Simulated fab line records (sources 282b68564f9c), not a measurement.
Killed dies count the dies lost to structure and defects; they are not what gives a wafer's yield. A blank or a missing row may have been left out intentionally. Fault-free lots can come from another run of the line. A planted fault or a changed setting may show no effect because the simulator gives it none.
fab line records + flow rit_cmos
record:
- lots: 14
- wafers: 42
- last_day: 8
route steps=202 shown PWELL@45 PRETRO@73 PSD@149 M1@202
lots that met no fault: taken from a fault-free run of the same line
start_h: start of the lot's first displayed wafer, in hours after the record's first day + wait_h: hours elapsed since this lot's preceding step + " identical to the entry in the row above + L1.1+2: one row covering several wafers at once + - no value present, or no start provided + * or withheld: withheld + < > ~ a bound
route shown NAME@n: a module of which the file shows steps, and the number in the route of the first + usual: mean/standard deviation taken from wafers without a fault + same: alike in all rows + chamber/n: place in a boat + sites: readings site by site + _std_site: the values' standard deviation + _edge_site: mean of outer sites minus mean of inner sites + radius_mm: for every site, how far away it sits from the centre of the wafer + mask NAME#n: copy n + behind: tool/chamber where the wafer was last shaped + hold: what put the lot on hold/how long, in hours/how the hold closed + device: the n, p or np transistor that did not switch + end of line: tests of these same wafers at the route's end + step lacking rows: just its recipe + killed: the dies lost at the first sort to structure and to defects; this is not the yield of the wafer + map: a wafer's dies, marking killed ones x, the rest . and places with no die _
set.NAME: the setting that was run; set.NAME@STEP: the one run at that earlier step + model.NAME: the simulator's own value behind a step, which no gauge read
route steps across a sampled set of lots; one table per step, one row per wafer
services: from which hour (start_h, from the record's first day; less than 0 if before it) a tool's chamber was out of use, for how many hours, and why
== steps ==
step: RIT_PWELL_OVL_MEAS_06
usual:
- PWELL_OVL: 0.2/1.4
| lot.wafer | tool       | chamber | start_h | wait_h | PWELL_OVL[nm] |
|-----------|------------|---------|---------|--------|---------------|
| L984.2    | overlay-01 | -       | 23.14   | -      | 2.8           |
| L984.3    | "          | -       | "       | "      | -1.1          |
| L984.4    | "          | -       | "       | "      | 0.7           |
| L985.2    | overlay-01 | -       | 27.07   | -      | -0.9          |
| L985.3    | "          | -       | "       | "      | -1.5          |
| L985.6    | "          | -       | "       | "      | -1.2          |
| L987.2    | overlay-01 | -       | 37.67   | -      | 1.4           |
| L987.3    | "          | -       | "       | "      | 2.2           |
| L987.5    | "          | -       | "       | "      | -0.5          |
| L988.1    | overlay-01 | -       | 44.68   | -      | 1.5           |
| L988.4    | "          | -       | "       | "      | 0.8           |
| L988.5    | "          | -       | "       | "      | -0.1          |
| L990.1    | overlay-02 | -       | 53.27   | -      | 1.9           |
| L990.3    | "          | -       | "       | "      | 3.0           |
| L990.4    | "          | -       | "       | "      | 1.7           |
| L992.2    | overlay-01 | -       | 63.53   | -      | -1.2          |
| L992.4    | "          | -       | "       | "      | -0.3          |
| L992.6    | "          | -       | "       | "      | -0.4          |
| L993.2    | overlay-02 | -       | 69.72   | -      | -2.0          |
| L993.3    | "          | -       | "       | "      | -0.1          |
| L993.4    | "          | -       | "       | "      | -0.2          |
| L994.1    | overlay-02 | -       | 72.40   | -      | 0.5           |
| L994.2    | "          | -       | "       | "      | -0.1          |
| L994.3    | "          | -       | "       | "      | 0.0           |
| L995.1    | overlay-02 | -       | 77.31   | -      | -1.7          |
| L995.3    | "          | -       | "       | "      | 0.2           |
| L995.5    | "          | -       | "       | "      | 0.0           |
| L101.3    | overlay-01 | -       | 109.72  | -      | 1.1           |
| L101.4    | "          | -       | "       | "      | -1.0          |
| L101.6    | "          | -       | "       | "      | 1.7           |
| L102.1    | overlay-02 | -       | 117.71  | -      | -1.8          |
| L102.3    | "          | -       | "       | "      | -1.7          |
| L102.5    | "          | -       | "       | "      | -1.3          |
| L105.1    | overlay-01 | -       | 133.71  | -      | 0.6           |
| L105.4    | "          | -       | "       | "      | 1.6           |
| L105.5    | "          | -       | "       | "      | 2.7           |
| L106.1    | overlay-01 | -       | 137.12  | -      | 0.9           |
| L106.4    | "          | -       | "       | "      | 0.9           |
| L106.6    | "          | -       | "       | "      | 0.4           |
| L107.1    | overlay-01 | -       | 145.97  | -      | -0.4          |
| L107.2    | "          | -       | "       | "      | -1.7          |
| L107.6    | "          | -       | "       | "      | -1.2          |
step: RIT_PWELL_STRIP_09
recipe:
- chemistry: O2
- time_s: 180
- resist: NOVOLAK
- platen_temp_c: withheld
- power_w: 500
- pressure_mtorr: 4000
- o2_flow_sccm: 4000
usual:
- drypump_motor_current_A: 5.9/0.31
- rf_refl_power_W: 7.2/1.9
| lot.wafer | tool            | chamber | start_h | wait_h | drypump_motor_current_A | rf_hours_counter_h | rf_refl_power_W |
|-----------|-----------------|---------|---------|--------|-------------------------|--------------------|-----------------|
| L984.2    | plasma_asher-02 | 0       | 23.57   | 0.1    | 6.2                     | 37                 | 8.3             |
| L984.3    | "               | 0       | "       | "      | 6.2                     | -                  | 8.3             |
| L984.4    | "               | 1       | "       | "      | 5.5                     | -                  | 9.4             |
| L985.2    | plasma_asher-04 | 1       | 27.50   | 0.1    | 5.8                     | 41                 | 5.0             |
| L985.3    | "               | 0       | "       | "      | 5.9                     | -                  | 5.4             |
| L985.6    | "               | 0       | "       | "      | 5.9                     | -                  | 5.6             |
| L987.2    | plasma_asher-01 | 1       | 38.10   | 0.1    | 6.0                     | 23                 | 8.0             |
| L987.3    | "               | 0       | "       | "      | 6.5                     | -                  | 9.2             |
| L987.5    | "               | 1       | "       | "      | 6.0                     | -                  | 7.9             |
| L988.1    | plasma_asher-04 | 1       | 45.23   | 0.1    | 5.8                     | 42                 | 4.7             |
| L988.4    | "               | 0       | "       | "      | 5.9                     | -                  | 5.3             |
| L988.5    | "               | 0       | "       | "      | 5.9                     | -                  | 5.5             |
| L990.1    | plasma_asher-02 | 1       | 53.92   | 0.1    | 5.5                     | 40                 | 9.3             |
| L990.3    | "               | 1       | "       | "      | 5.5                     | -                  | 9.4             |
| L990.4    | "               | 0       | "       | "      | 6.2                     | -                  | 8.6             |
| L992.2    | plasma_asher-01 | 1       | 63.96   | 0.1    | 6.0                     | 26                 | 8.1             |
| L992.4    | "               | 1       | "       | "      | 6.0                     | -                  | 8.2             |
| L992.6    | "               | 1       | "       | "      | 6.0                     | -                  | 8.2             |
| L993.2    | plasma_asher-04 | 0       | 70.23   | 0.1    | 5.9                     | 45                 | 5.5             |
| L993.3    | "               | 1       | "       | "      | 5.7                     | -                  | 4.7             |
| L993.4    | "               | 0       | "       | "      | 5.9                     | -                  | 5.5             |
| L994.1    | plasma_asher-04 | 1       | 72.83   | 0.1    | 5.7                     | 45                 | 4.5             |
| L994.2    | "               | 0       | "       | "      | 5.8                     | 45                 | 5.4             |
| L994.3    | "               | 1       | "       | "      | 5.7                     | -                  | 4.5             |
| L995.1    | plasma_asher-04 | 0       | 77.76   | 0.1    | 5.9                     | 46                 | 5.4             |
| L995.3    | "               | 1       | "       | "      | 5.8                     | -                  | 5.0             |
| L995.5    | "               | 0       | "       | "      | 5.9                     | -                  | 5.5             |
| L101.3    | plasma_asher-04 | 1       | 110.27  | 0.1    | 5.7                     | -                  | 4.8             |
| L101.4    | "               | 0       | "       | "      | 5.9                     | -                  | 5.6             |
| L101.6    | "               | 1       | "       | "      | 5.8                     | -                  | 4.9             |
| L102.1    | plasma_asher-01 | 1       | 118.15  | 0.1    | 6.0                     | 32                 | 8.2             |
| L102.3    | "               | 1       | "       | "      | 6.0                     | -                  | 8.1             |
| L102.5    | "               | 1       | "       | "      | 6.0                     | -                  | 8.1             |
| L105.1    | plasma_asher-04 | 0       | 134.15  | 0.1    | 5.9                     | 52                 | 5.2             |
| L105.4    | "               | 1       | "       | "      | 5.7                     | -                  | 4.7             |
| L105.5    | "               | 0       | "       | "      | 5.9                     | -                  | 5.7             |
| L106.1    | plasma_asher-01 | 0       | 137.56  | 0.1    | 6.5                     | 34                 | 9.0             |
| L106.4    | "               | 1       | "       | "      | 6.0                     | -                  | 8.2             |
| L106.6    | "               | 1       | "       | "      | 6.0                     | -                  | 8.2             |
| L107.1    | plasma_asher-04 | 1       | 146.41  | 0.1    | 5.8                     | 53                 | 4.8             |
| L107.2    | "               | 0       | "       | "      | 5.9                     | 53                 | 5.5             |
| L107.6    | "               | 1       | "       | "      | 5.8                     | -                  | 4.7             |
step: RIT_PRETRO_STRIP_09
recipe:
- chemistry: O2
- time_s: 180
- resist: NOVOLAK
- platen_temp_c: withheld
- power_w: 500
- pressure_mtorr: 4000
- o2_flow_sccm: 4000
usual:
- drypump_motor_current_A: 6.0/0.41
- rf_refl_power_W: 8.6/0.64
| lot.wafer | tool            | chamber | start_h | wait_h | drypump_motor_current_A | rf_hours_counter_h | rf_refl_power_W |
|-----------|-----------------|---------|---------|--------|-------------------------|--------------------|-----------------|
| L984.2    | plasma_asher-02 | 1       | 32.00   | 0.1    | 5.5                     | 38                 | 9.3             |
| L984.3    | "               | 0       | "       | "      | 6.2                     | -                  | 8.4             |
| L984.4    | "               | 1       | "       | "      | 5.5                     | -                  | 8.9             |
| L985.2    | plasma_asher-02 | 1       | 36.17   | 0.1    | 5.5                     | 39                 | 9.4             |
| L985.3    | "               | 1       | "       | "      | 5.5                     | -                  | 9.6             |
| L985.6    | "               | 0       | "       | "      | 6.2                     | -                  | 8.1             |
| L987.2    | plasma_asher-01 | 1       | 47.00   | 0.1    | 6.0                     | 24                 | 8.1             |
| L987.3    | "               | 1       | "       | "      | 6.0                     | -                  | 8.2             |
| L987.5    | "               | 1       | "       | "      | 6.0                     | -                  | 8.0             |
| L988.1    | plasma_asher-03 | 0       | 54.17   | 0.1    | 5.4                     | 40                 | 9.0             |
| L988.4    | "               | 0       | "       | "      | 5.4                     | -                  | 8.8             |
| L988.5    | "               | 0       | "       | "      | 5.4                     | -                  | 8.8             |
| L990.1    | plasma_asher-01 | 0       | 62.59   | 0.1    | 6.5                     | 26                 | 8.9             |
| L990.3    | "               | 1       | "       | "      | 6.0                     | -                  | 8.1             |
| L990.4    | "               | 0       | "       | "      | 6.5                     | -                  | 8.8             |
| L992.2    | plasma_asher-02 | 1       | 72.76   | 0.1    | 5.5                     | 43                 | 9.3             |
| L992.4    | "               | 0       | "       | "      | 6.2                     | -                  | 8.4             |
| L992.6    | "               | 1       | "       | "      | 5.5                     | -                  | 9.2             |
| L993.2    | plasma_asher-02 | 1       | 79.07   | 0.1    | 5.5                     | 43                 | 9.4             |
| L993.3    | "               | 1       | "       | "      | 5.5                     | -                  | 9.4             |
| L993.4    | "               | 0       | "       | "      | 6.2                     | -                  | 8.5             |
| L994.1    | plasma_asher-03 | 1       | 81.74   | 0.1    | 6.4                     | 43                 | 7.4             |
| L994.2    | "               | 0       | "       | "      | 5.4                     | 43                 | 9.1             |
| L994.3    | "               | 0       | "       | "      | 5.4                     | -                  | 9.2             |
| L995.1    | plasma_asher-02 | 1       | 86.44   | 0.1    | 5.5                     | 44                 | 9.2             |
| L995.3    | "               | 1       | "       | "      | 5.5                     | -                  | 9.0             |
| L995.5    | "               | 1       | "       | "      | 5.5                     | -                  | 9.2             |
| L101.3    | plasma_asher-03 | 1       | 119.31  | 0.1    | 6.4                     | -                  | 7.7             |
| L101.4    | "               | 0       | "       | "      | 5.4                     | -                  | 8.9             |
| L101.6    | "               | 0       | "       | "      | 5.4                     | -                  | 9.1             |
| L102.1    | plasma_asher-02 | 1       | 126.98  | 0.1    | 5.5                     | 48                 | 9.4             |
| L102.3    | "               | 0       | "       | "      | 6.2                     | -                  | 8.1             |
| L102.5    | "               | 0       | "       | "      | 6.2                     | -                  | 8.4             |
| L105.1    | plasma_asher-02 | 0       | 143.88  | 0.1    | 6.2                     | 50                 | 8.4             |
| L105.4    | "               | 0       | "       | "      | 6.2                     | -                  | 8.2             |
| L105.5    | "               | 0       | "       | "      | 6.2                     | -                  | 8.5             |
| L106.1    | plasma_asher-03 | 0       | 148.71  | 0.1    | 5.4                     | 3                  | 9.0             |
| L106.4    | "               | 0       | "       | "      | 5.4                     | -                  | 8.9             |
| L106.6    | "               | 1       | "       | "      | 6.4                     | -                  | 7.3             |
| L107.1    | plasma_asher-01 | 1       | 156.68  | 0.1    | 6.0                     | 36                 | 8.0             |
| L107.2    | "               | 0       | "       | "      | 6.5                     | 36                 | 9.5             |
| L107.6    | "               | 0       | "       | "      | 6.5                     | -                  | 9.1             |
step: RIT_PSD_HARDBAKE_07
recipe:
- resist: NOVOLAK
- temp_c: 140
- time_s: 60
usual:
- heater_power_total_W: 62.54/0.051
- plate_temp_C: 140.04/0.12
| lot.wafer | tool           | chamber | start_h | wait_h | heater_power_total_W | plate_temp_C |
|-----------|----------------|---------|---------|--------|----------------------|--------------|
| L984.2    | litho_track-04 | 0       | 49.36   | 0.0    | 62.49                | 139.85       |
| L984.3    | "              | 0       | "       | "      | 62.59                | 139.96       |
| L984.4    | "              | 0       | "       | "      | 62.60                | 139.97       |
| L985.2    | litho_track-04 | 0       | 55.59   | 0.0    | 62.56                | 140.25       |
| L985.3    | "              | 0       | "       | "      | 62.55                | 139.97       |
| L985.6    | "              | 0       | "       | "      | 62.61                | 139.98       |
| L987.2    | litho_track-02 | 0       | 64.16   | 0.0    | 62.50                | 140.11       |
| L987.3    | "              | 0       | "       | "      | 62.55                | 139.95       |
| L987.5    | "              | 0       | "       | "      | 62.43                | 140.03       |
| L988.1    | litho_track-02 | 0       | 71.63   | 0.1    | 62.54                | 140.04       |
| L988.4    | "              | 0       | "       | "      | 62.57                | 139.88       |
| L988.5    | "              | 0       | "       | "      | 62.49                | 140.07       |
| L990.1    | litho_track-01 | 0       | 79.42   | 0.0    | 62.51                | 140.00       |
| L990.3    | "              | 0       | "       | "      | 62.55                | 140.04       |
| L990.4    | "              | 0       | "       | "      | 62.49                | 139.96       |
| L992.2    | litho_track-04 | 0       | 89.92   | 0.0    | 62.52                | 140.07       |
| L992.4    | "              | 0       | "       | "      | 62.52                | 140.03       |
| L992.6    | "              | 0       | "       | "      | 62.61                | 139.97       |
| L993.2    | litho_track-04 | 0       | 96.51   | 0.0    | 60.40                | 136.25       |
| L993.3    | "              | 0       | "       | "      | 60.35                | 136.24       |
| L993.4    | "              | 0       | "       | "      | 60.31                | 136.12       |
| L994.1    | litho_track-04 | 0       | 99.99   | 0.0    | 60.33                | 136.25       |
| L994.2    | "              | 0       | "       | "      | 60.46                | 136.34       |
| L994.3    | "              | 0       | "       | "      | 60.36                | 136.30       |
| L995.1    | litho_track-01 | 0       | 103.75  | 0.0    | 62.54                | 139.98       |
| L995.3    | "              | 0       | "       | "      | 62.54                | 140.24       |
| L995.5    | "              | 0       | "       | "      | 62.50                | 139.96       |
| L101.3    | litho_track-02 | 0       | 137.06  | 0.1    | 62.53                | 139.86       |
| L101.4    | "              | 0       | "       | "      | 62.57                | 139.83       |
| L101.6    | "              | 0       | "       | "      | 62.52                | 139.86       |
| L102.1    | litho_track-02 | 0       | 151.10  | 0.0    | 62.62                | 140.23       |
| L102.3    | "              | 0       | "       | "      | 62.63                | 139.99       |
| L102.5    | "              | 0       | "       | "      | 62.56                | 140.35       |
| L105.1    | litho_track-04 | 0       | 164.28  | 0.0    | 62.52                | 140.16       |
| L105.4    | "              | 0       | "       | "      | 62.56                | 140.11       |
| L105.5    | "              | 0       | "       | "      | 62.56                | 140.18       |
| L106.1    | litho_track-01 | 0       | 166.54  | 0.0    | 62.49                | 140.09       |
| L106.4    | "              | 0       | "       | "      | 62.59                | 140.06       |
| L106.6    | "              | 0       | "       | "      | 62.65                | 140.04       |
| L107.1    | litho_track-04 | 0       | 178.09  | 0.0    | 62.52                | 140.03       |
| L107.2    | "              | 0       | "       | "      | 62.48                | 139.94       |
| L107.6    | "              | 0       | "       | "      | 62.60                | 139.92       |
step: RIT_M1_PROBE_99
usual:
- killed_at_M0_to_M3: 0.0/0.14
- killed_at_contacts: 0.0/0.25
- killed_at_front_end: 6.6/2.7
- killed_dies: 6.7/2.7
- killed_open: 3.3/1.9
- killed_short: 3.4/1.9
same:
- gross_dies: 264
- killed_at_M4_up: 0
- killed_at_back_side: 0
- killed_at_other: 0
| lot.wafer | tool      | chamber | start_h | wait_h | killed_at_M0_to_M3 | killed_at_contacts | killed_at_front_end | killed_dies | killed_open | killed_short |
|-----------|-----------|---------|---------|--------|--------------------|--------------------|---------------------|-------------|-------------|--------------|
| L987.2    | prober-02 | -       | 73.72   | 0.1    | 0                  | 0                  | 5                   | 5           | 3           | 2            |
| L987.3    | prober-02 | -       | 73.77   | 0.2    | 0                  | 0                  | 3                   | 3           | 2           | 1            |
| L987.5    | prober-02 | -       | 73.87   | 0.2    | 0                  | 0                  | 5                   | 5           | 3           | 2            |
| L994.1    | prober-01 | -       | 110.84  | 0.1    | 0                  | 0                  | 5                   | 5           | 2           | 3            |
| L994.2    | prober-01 | -       | 110.89  | 0.1    | 0                  | 0                  | 2                   | 2           | 1           | 1            |
| L994.3    | prober-01 | -       | 110.94  | 0.2    | 0                  | 0                  | 11                  | 11          | 7           | 4            |
| L995.1    | prober-02 | -       | 113.53  | 0.1    | 0                  | 0                  | 5                   | 5           | 3           | 2            |
| L995.3    | prober-02 | -       | 113.63  | 0.2    | 0                  | 0                  | 1                   | 1           | 1           | 0            |
| L995.5    | prober-02 | -       | 113.73  | 0.2    | 0                  | 0                  | 9                   | 9           | 3           | 6            |
| L105.1    | prober-01 | -       | 173.52  | 0.1    | 0                  | 0                  | 4                   | 4           | 1           | 3            |
| L105.4    | prober-01 | -       | 173.67  | 0.2    | 0                  | 0                  | 3                   | 3           | 1           | 2            |
| L105.5    | prober-01 | -       | 173.72  | 0.2    | 0                  | 0                  | 9                   | 9           | 5           | 4            |
| L106.1    | prober-02 | -       | 175.29  | 0.1    | 0                  | 0                  | 4                   | 4           | 2           | 2            |
| L106.4    | prober-02 | -       | 175.44  | 0.2    | 0                  | 0                  | 4                   | 4           | 3           | 1            |
| L106.6    | prober-02 | -       | 175.54  | 0.2    | 0                  | 0                  | 8                   | 8           | 3           | 5            |
killed by level:class
L987.2 FOX2:geometric_particle:open=2 FOX2:geometric_particle:short=1 REOX:geometric_particle:short=1 SPACER:geometric_particle:open=1
L987.3 GATE:geometric_particle:open=1 GATE:geometric_particle:short=1 REOX:geometric_particle:open=1
L987.5 GATE:geometric_particle:open=2 FOX1:geometric_particle:open=1 GATE:geometric_particle:short=1 REOX:geometric_particle:short=1
L994.1 GATE:geometric_particle:short=2 FOX1:geometric_particle:short=1 FOX1:geometric_particle:open=1 GATE:geometric_particle:open=1
L994.2 FOX1:geometric_particle:open=1 GATE:geometric_particle:short=1
L994.3 GATE:geometric_particle:short=3 GATE:geometric_particle:open=3 SILICIDE:geometric_particle:open=2 FOX1:geometric_particle:open=1 SPACER:geometric_particle:open=1 SILICIDE:geometric_particle:short=1
L995.1 GATE:geometric_particle:open=2 FOX2:geometric_particle:short=1 REOX:geometric_particle:short=1 REOX:geometric_particle:open=1
L995.3 GATE:geometric_particle:open=1
L995.5 GATE:geometric_particle:short=2 REOX:geometric_particle:short=2 SILICIDE:geometric_particle:short=2 FOX1:geometric_particle:open=1 SPACER:geometric_particle:open=1 SILICIDE:geometric_particle:open=1
L105.1 GATE:geometric_particle:short=1 REOX:geometric_particle:open=1 REOX:geometric_particle:short=1 SILICIDE:geometric_particle:short=1
L105.4 REOX:geometric_particle:open=1 SPACER:geometric_particle:short=1 SILICIDE:geometric_particle:short=1
L105.5 FOX2:geometric_particle:open=3 SPACER:geometric_particle:short=3 FOX1:geometric_particle:open=1 GATE:geometric_particle:short=1 GATE:geometric_particle:open=1
L106.1 FOX1:geometric_particle:open=1 FOX2:geometric_particle:open=1 GATE:geometric_particle:short=1 REOX:geometric_particle:short=1
L106.4 SPACER:geometric_particle:open=2 GATE:geometric_particle:open=1 SILICIDE:geometric_particle:short=1
L106.6 SILICIDE:geometric_particle:short=3 FOX2:geometric_particle:short=1 GATE:geometric_particle:open=1 SPACER:geometric_particle:short=1 SPACER:geometric_particle:open=1 SILICIDE:geometric_particle:open=1
== services ==
| tool            | chamber | start_h | hours | kind       |
|-----------------|---------|---------|-------|------------|
| plasma_asher-01 | -       | 18.18   | 1.8   | repair     |
| plasma_asher-01 | -       | 19.20   | 6.0   | repair     |
| plasma_asher-02 | -       | 43.78   | 0.9   | repair     |
| plasma_asher-03 | -       | 56.69   | 2.8   | pm         |
| plasma_asher-03 | -       | 108.75  | 9.0   | pm         |
| plasma_asher-03 | 0       | 108.75  | 9.0   | vent_cycle |
| plasma_asher-03 | 1       | 108.75  | 9.0   | vent_cycle |
| plasma_asher-03 | 0       | 117.75  | -     | clean      |
| plasma_asher-03 | 1       | 117.75  | -     | clean      |
| plasma_asher-03 | -       | 142.18  | 0.6   | repair     |
| plasma_asher-01 | -       | 175.77  | 4.3   | repair     |
== key ==
first_sign:
- step: RIT_PSD_HARDBAKE_07
- reading: heater_power_total_W
- direction: down
- sigmas: 43
- usual: 62.54
- struck: 60.37
effect:
- step: RIT_PSD_HARDBAKE_07
- reading: plate_temp_C
- direction: down
- sigmas: 31
- usual: *
- struck: *
met_at RIT_PSD_HARDBAKE_07
struck_lots L993,L994
tester_left_out L993,L994
not_acting_at RIT_PWELL_OVL_MEAS_06,RIT_PWELL_STRIP_09,RIT_PRETRO_STRIP_09
onset_between 89.92 96.51
fault:
- kind: process_parameter_drift
- tool: litho_track-04
- chamber: -
- onset_h: 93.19
- steps: RIT_PSD_HARDBAKE_07
- channel: temp_c
- offset: *
- shape: step
- end_h: 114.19
- acts_in: *
- stated: *
tester_left_out: of these lots the tester's yield and bins aren't shown, on N5 and GAA mostly nor the transistor test; their killed dies are dies lost to structure and defects alone, not to doping, threshold or leakage, so they don't give the yield
